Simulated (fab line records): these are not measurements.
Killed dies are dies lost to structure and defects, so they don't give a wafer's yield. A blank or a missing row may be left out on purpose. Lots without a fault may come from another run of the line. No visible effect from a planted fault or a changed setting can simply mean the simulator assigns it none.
fab line records	flow rit-cmos
[record] lots = 15	wafers = 45	last-day = 7
route steps=202 shown ACTIVE@14 NSD@134 CONTACT@168
lots untouched by any fault: they come from a run of this same line in which no faults occurred
start-h: start of the lot's first displayed wafer, in hours after the record's first day	wait-h: hours elapsed since this lot's preceding step	" as in the row above	L1.1+2: several wafers, shown together as one row	- no value present, or no start provided	* or withheld: withheld	< > ~ a bound
route shown NAME@n: a module of which the file shows steps, and the number in the route of the first	usual: the fault-free wafers' mean and standard deviation	same: alike in all rows	chamber/n: place in a boat	sites: per-site readings	_std_site: the standard deviation of these	_edge_site: inner sites' mean taken away from outer sites' mean	radius-mm: for every site, how far away it sits from the centre of the wafer	mask NAME#n: copy n	behind: the most recent tool/chamber to have shaped the wafer	hold: reason for holding the lot/hours on hold/outcome of the hold	device: which transistor (n, p or np) failed to switch	end of line: at the end of the route, the tests of the same wafers	a step without rows: its recipe alone	killed: count of dies lost to structure and defects at first sort (not the wafer's yield)	map: shows each die of a wafer: x if killed, . if not, _ if none is there
set.NAME: the setting the step ran with; set.NAME@STEP: the setting that earlier step ran with	model.NAME: the simulator's own value behind a step, which no gauge read
a sample of lots followed through the steps of the route, with each step as a table and each wafer as a row
services: from which hour (start-h, from the record's first day; less than 0 if before it) a tool's chamber was out of use, for how many hours, and why
[[steps]]
[step RIT_ACTIVE_ETCH_13]
[recipe] stop-on = SiO2	chemistry = SF6	target = Si3N4	time-s = 210	over-etch-frac = 0.4	SF6_flow_sccm = 200	pressure-mtorr = 260	rf-w = 125	target-depth-a = 2100
[usual] drypump-motor-current-A = 6.0/0.3	oes-product-au = 0.823/0.01	throttle-valve-pct = 7.47/0.12
[same] time-s = 210
lot.wafer	tool	chamber	start-h	wait-h	drypump-motor-current-A	oes-product-au	rf-hours-counter-h	throttle-valve-pct
L937.2	rie-diel-03	3	15.04	0.1	5.9	0.815	37	7.37
L937.4	"	0	"	"	6.1	0.833	-	7.51
L937.6	"	2	"	"	5.8	0.816	-	7.40
L938.3	rie-diel-01	1	19.81	0.1	5.4	0.807	114	7.53
L938.5	"	1	"	"	5.4	0.810	-	7.54
L938.6	"	0	"	"	5.7	0.820	-	7.71
L939.1	rie-diel-02	1	24.83	0.1	6.8	0.812	177	7.72
L939.2	"	2	"	"	6.0	0.817	69	7.48
L939.5	"	1	"	"	6.7	0.819	-	7.71
L940.1	rie-diel-03	2	29.83	0.1	5.8	0.819	5	7.42
L940.2	"	1	"	"	6.2	0.815	175	7.64
L940.3	"	0	"	"	6.1	0.842	89	7.51
L941.1	rie-diel-03	0	35.39	0.1	6.1	0.820	90	7.49
L941.2	"	3	"	"	5.9	0.816	37	7.35
L941.6	"	2	"	"	5.8	0.816	-	7.40
L942.2	rie-diel-01	3	40.57	0.1	6.0	0.817	151	7.29
L942.3	"	0	"	"	5.7	0.811	61	7.68
L942.4	"	2	"	"	6.4	0.820	109	7.34
L944.3	rie-diel-03	3	51.84	0.1	5.8	0.820	38	7.38
L944.5	"	2	"	"	5.8	0.815	-	7.41
L944.6	"	0	"	"	6.1	0.823	-	7.50
L948.1	rie-diel-02	1	69.83	0.1	6.8	0.840	0	7.73
L948.4	"	0	"	"	6.5	0.838	60	7.53
L948.5	"	2	"	"	6.0	0.828	-	7.49
L949.1	rie-diel-02	1	76.50	0.1	6.8	0.840	0	7.69
L949.5	"	1	"	"	6.8	0.839	-	7.70
L949.6	"	0	"	"	6.5	0.832	-	7.52
L950.1	rie-diel-03	3	80.64	0.1	5.9	0.817	38	7.37
L950.3	"	2	"	"	5.8	0.812	6	7.41
L950.4	"	0	"	"	6.1	0.823	90	7.50
L951.1	rie-diel-01	2	87.01	0.1	6.3	0.834	110	7.34
L951.2	"	3	"	"	6.0	0.824	151	7.27
L951.4	"	1	"	"	5.4	0.810	115	7.54
L954.1	rie-diel-01	0	101.86	0.1	5.7	0.831	62	7.69
L954.3	"	3	"	"	6.0	0.829	152	7.29
L954.6	"	1	"	"	5.4	0.814	-	7.53
L956.1	rie-diel-03	0	110.79	0.1	6.1	0.818	91	7.51
L956.2	"	3	"	"	5.9	0.830	39	7.36
L956.5	"	2	"	"	5.8	0.807	-	7.41
L958.3	rie-diel-03	3	120.10	0.1	5.9	0.832	39	7.36
L958.4	"	0	"	"	6.1	0.828	91	7.49
L958.5	"	0	"	"	6.1	0.839	-	7.50
L960.2	rie-diel-01	1	130.83	0.1	5.4	0.803	116	7.55
L960.5	"	1	"	"	5.5	0.807	-	7.53
L960.6	"	2	"	"	6.3	0.833	-	7.35
[step RIT_NSD_EXPOSE_03]
[recipe] mask-id = M9	na = 0.57	target-cd-nm = 40700	dose-mj = 250
lot.wafer	tool	chamber	start-h	wait-h	mask
L937.2+4+6	iline-stepper-01	0	48.78	0.1	M9#0
L938.3+5+6	iline-stepper-01	0	51.33	0.1	M9#0
L939.1+2+5	iline-stepper-01	0	56.07	0.1	M9#0
L940.1+2+3	iline-stepper-01	0	62.96	0.1	M9#0
L941.1+2+6	iline-stepper-02	0	66.43	0.2	M9#0
L942.2+3+4	iline-stepper-02	0	72.44	0.1	M9#0
L944.3+5+6	iline-stepper-02	0	85.11	0.2	M9#0
L948.1+4+5	iline-stepper-02	0	104.74	0.1	M9#0
L949.1+5+6	iline-stepper-01	0	108.20	0.2	M9#0
L950.1+3+4	iline-stepper-01	0	112.93	0.1	M9#0
L951.1+2+4	iline-stepper-01	0	120.28	0.1	M9#0
L954.1+3+6	iline-stepper-02	0	132.49	0.2	M9#0
L956.1+2+5	iline-stepper-02	0	142.78	0.2	M9#0
L958.3+4+5	iline-stepper-02	0	151.81	0.2	M9#0
L960.2+5+6	iline-stepper-02	0	167.80	0.2	M9#0
[step RIT_NSD_OVL_MEAS_06]
[usual] NSD_OVL = 1.0/1.5
lot.wafer	tool	chamber	start-h	wait-h	NSD_OVL[nm]
L937.2	overlay-01	-	49.17	-	-0.3
L937.4	"	-	"	"	-0.6
L937.6	"	-	"	"	-0.5
L938.3	overlay-02	-	51.71	-	1.5
L938.5	"	-	"	"	1.7
L938.6	"	-	"	"	2.0
L939.1	overlay-01	-	56.47	-	-1.8
L939.2	"	-	"	"	-1.9
L939.5	"	-	"	"	-2.4
L940.1	overlay-01	-	63.36	-	0.0
L940.2	"	-	"	"	0.6
L940.3	"	-	"	"	1.6
L941.1	overlay-01	-	66.83	-	2.5
L941.2	"	-	"	"	0.9
L941.6	"	-	"	"	2.2
L942.2	overlay-02	-	72.83	-	1.3
L942.3	"	-	"	"	0.6
L942.4	"	-	"	"	1.6
L944.3	overlay-02	-	85.48	-	3.3
L944.5	"	-	"	"	2.6
L944.6	"	-	"	"	3.1
L948.1	overlay-01	-	105.14	-	1.0
L948.4	"	-	"	"	-0.8
L948.5	"	-	"	"	-0.2
L949.1	overlay-02	-	108.60	-	420.7
L949.5	"	-	"	"	419.8
L949.6	"	-	"	"	422.5
L950.1	overlay-02	-	113.33	-	421.7
L950.3	"	-	"	"	419.3
L950.4	"	-	"	"	420.8
L951.1	overlay-02	-	120.68	-	419.2
L951.2	"	-	"	"	418.1
L951.4	"	-	"	"	420.2
L954.1	overlay-02	-	132.89	-	2.1
L954.3	"	-	"	"	1.1
L954.6	"	-	"	"	0.9
L956.1	overlay-01	-	143.18	-	2.3
L956.2	"	-	"	"	0.6
L956.5	"	-	"	"	1.9
L958.3	overlay-01	-	152.18	-	1.1
L958.4	"	-	"	"	2.0
L958.5	"	-	"	"	1.1
L960.2	overlay-01	-	168.23	-	3.4
L960.5	"	-	"	"	4.1
L960.6	"	-	"	"	3.4
[step RIT_CONTACT_CVD_00]
[recipe] material = SiO2	target-thk-nm = 400	precursor = TEOS	temp-c = 390	time-s = 61	rf-w = 400
[usual] heater-power-w = 291/46	susceptor-temp-C = 389.98/0.23
[same] time-s = 61
lot.wafer	tool	chamber	start-h	wait-h	heater-power-w	since-wet-clean-h	susceptor-temp-C
L937.2	pecvd-04	0	52.98	0.0	229	1389	390.08
L937.4	"	2	"	"	252	-	389.86
L937.6	"	0	"	"	250	-	389.97
L938.3	pecvd-03	2	55.11	0.0	339	206	389.76
L938.5	"	1	"	"	382	-	390.02
L938.6	"	0	"	"	300	-	389.93
L939.1	pecvd-02	2	60.30	0.1	311	1006	390.11
L939.2	"	0	"	"	251	1006	389.91
L939.5	"	0	"	"	266	-	390.30
L940.1	pecvd-04	1	66.90	0.1	300	1403	390.30
L940.2	"	2	"	"	320	1403	390.20
L940.3	"	0	"	"	216	1403	389.77
L941.1	pecvd-03	1	70.46	0.1	361	221	389.89
L941.2	"	0	"	"	318	221	390.17
L941.6	"	1	"	"	384	-	389.48
L942.2	pecvd-02	2	76.31	0.0	321	1022	389.64
L942.3	"	0	"	"	236	1022	390.24
L942.4	"	1	"	"	248	-	389.73
L944.3	pecvd-03	0	89.19	0.0	250	240	389.47
L944.5	"	0	"	"	279	-	389.69
L944.6	"	1	"	"	344	-	389.70
L948.1	pecvd-03	0	108.66	0.1	254	259	389.81
L948.4	"	1	"	"	359	-	389.75
L948.5	"	0	"	"	271	-	389.96
L949.1	pecvd-04	1	112.35	0.1	257	1449	390.01
L949.5	"	2	"	"	315	-	390.05
L949.6	"	1	"	"	259	-	389.75
L950.1	pecvd-02	1	116.75	0.1	232	1063	389.88
L950.3	"	2	"	"	291	1063	389.67
L950.4	"	2	"	"	293	-	389.93
L951.1	pecvd-03	1	124.43	0.1	328	275	390.24
L951.2	"	0	"	"	289	275	389.66
L951.4	"	0	"	"	286	-	389.71
L954.1	pecvd-03	0	136.34	0.1	314	287	390.04
L954.3	"	1	"	"	322	287	389.73
L954.6	"	2	"	"	329	-	390.22
L956.1	pecvd-02	1	146.66	0.1	227	1092	389.68
L956.2	"	0	"	"	279	1092	390.30
L956.5	"	0	"	"	279	-	390.16
L958.3	pecvd-04	1	155.65	0.0	295	1492	390.03
L958.4	"	2	"	"	339	-	390.12
L958.5	"	1	"	"	293	-	389.88
L960.2	pecvd-03	2	171.82	0.0	350	323	389.95
L960.5	"	1	"	"	374	-	390.18
L960.6	"	0	"	"	320	-	390.15
[step RIT_CONTACT_STRIP_12]
[recipe] chemistry = O2	time-s = 180	resist = NOVOLAK	platen-temp-c = withheld	power-w = 500	pressure-mtorr = 4000	o2-flow-sccm = 4000
[usual] drypump-motor-current-A = 5.8/0.5
[same] time-s = 180
lot.wafer	tool	chamber	start-h	wait-h	drypump-motor-current-A	rf-hours-counter-h
L937.2	plasma-asher-01	0	54.56	0.1	5.3	40
L937.4	"	0	"	"	5.3	-
L937.6	"	1	"	"	6.3	-
L938.3	plasma-asher-02	1	56.99	0.2	5.7	-
L938.5	"	1	"	"	5.7	-
L938.6	"	0	"	"	5.5	-
L939.1	plasma-asher-01	1	61.88	0.1	6.3	41
L939.2	"	0	"	"	5.3	41
L939.5	"	0	"	"	5.3	-
L940.1	plasma-asher-02	1	68.59	0.1	5.7	40
L940.2	"	0	"	"	5.5	40
L940.3	"	1	"	"	5.7	-
L941.1	plasma-asher-03	0	72.06	0.1	6.7	44
L941.2	"	1	"	"	5.4	44
L941.6	"	1	"	"	5.5	-
L942.2	plasma-asher-02	1	77.89	0.1	5.8	41
L942.3	"	0	"	"	5.4	-
L942.4	"	1	"	"	5.7	-
L944.3	plasma-asher-01	1	90.95	0.2	6.3	-
L944.5	"	0	"	"	5.3	-
L944.6	"	1	"	"	6.3	-
L948.1	plasma-asher-01	0	110.38	0.1	5.3	46
L948.4	"	1	"	"	6.3	-
L948.5	"	0	"	"	5.3	-
L949.1	plasma-asher-01	0	113.93	0.1	5.3	46
L949.5	"	1	"	"	6.3	-
L949.6	"	0	"	"	5.3	-
L950.1	plasma-asher-01	1	118.39	0.1	6.3	47
L950.3	"	0	"	"	5.3	-
L950.4	"	1	"	"	6.3	-
L951.1	plasma-asher-03	0	126.01	0.1	6.7	50
L951.2	"	1	"	"	5.5	50
L951.4	"	0	"	"	6.7	-
L954.1	plasma-asher-02	1	137.92	0.1	5.7	2
L954.3	"	0	"	"	5.4	-
L954.6	"	1	"	"	5.7	-
L956.1	plasma-asher-02	1	148.36	0.1	5.8	3
L956.2	"	0	"	"	5.4	3
L956.5	"	0	"	"	5.5	-
L958.3	plasma-asher-03	1	157.29	0.2	5.5	-
L958.4	"	0	"	"	6.7	-
L958.5	"	1	"	"	5.5	-
L960.2	plasma-asher-02	0	173.40	0.1	5.5	6
L960.5	"	1	"	"	5.7	-
L960.6	"	0	"	"	5.5	-
[[services]]
tool	chamber	start-h	hours	kind
rie-diel-01	1	4.40	4.9	repair
iline-stepper-02	-	9.02	10.7	repair
rie-diel-01	-	13.56	2.8	pm
pecvd-03	0	16.90	10.6	repair
iline-stepper-01	-	19.76	1.7	pm
plasma-asher-03	-	29.45	3.2	repair
rie-diel-02	1	31.86	13.1	repair
rie-diel-03	1	33.75	4.2	repair
pecvd-04	-	57.33	1.1	repair
pecvd-03	2	67.45	14.0	repair
rie-diel-03	-	67.91	0.5	repair
pecvd-03	-	79.46	1.1	repair
iline-stepper-02	-	81.00	2.1	pm
pecvd-03	1	82.19	6.5	repair
pecvd-04	-	98.63	1.9	repair
pecvd-02	-	100.54	14.6	pm
rie-diel-02	-	106.17	14.6	pm
plasma-asher-02	-	108.75	9.0	pm
plasma-asher-03	-	117.44	8.2	repair
rie-diel-01	-	118.35	1.0	repair
plasma-asher-02	-	144.55	1.7	repair
plasma-asher-01	-	145.50	6.2	pm
rie-diel-03	-	158.95	0.2	repair
rie-diel-01	1	165.02	8.6	repair
[[key]]
[first-sign] step = RIT_NSD_OVL_MEAS_06	reading = NSD_OVL	direction = up	sigmas = 99+	usual = 1.0	struck = 420.3
effect none on later readings
met-at RIT_NSD_EXPOSE_03
struck-lots L949,L950,L951
tester-left-out L949,L950,L951
not-acting-at RIT_ACTIVE_ETCH_13,RIT_CONTACT_CVD_00,RIT_CONTACT_STRIP_12
onset-between 62.96 108.20
[fault] kind = scanner-matching-overlay	tool = iline-stepper-01	chamber = -	onset-h = 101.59	steps = RIT_NSD_EXPOSE_03	offset = 420
// tester-left-out: of these lots the tester's yield and bins aren't shown, on N5 and GAA mostly nor the transistor test; their killed dies are dies lost to structure and defects alone, not to doping, threshold or leakage, so they don't give the yield
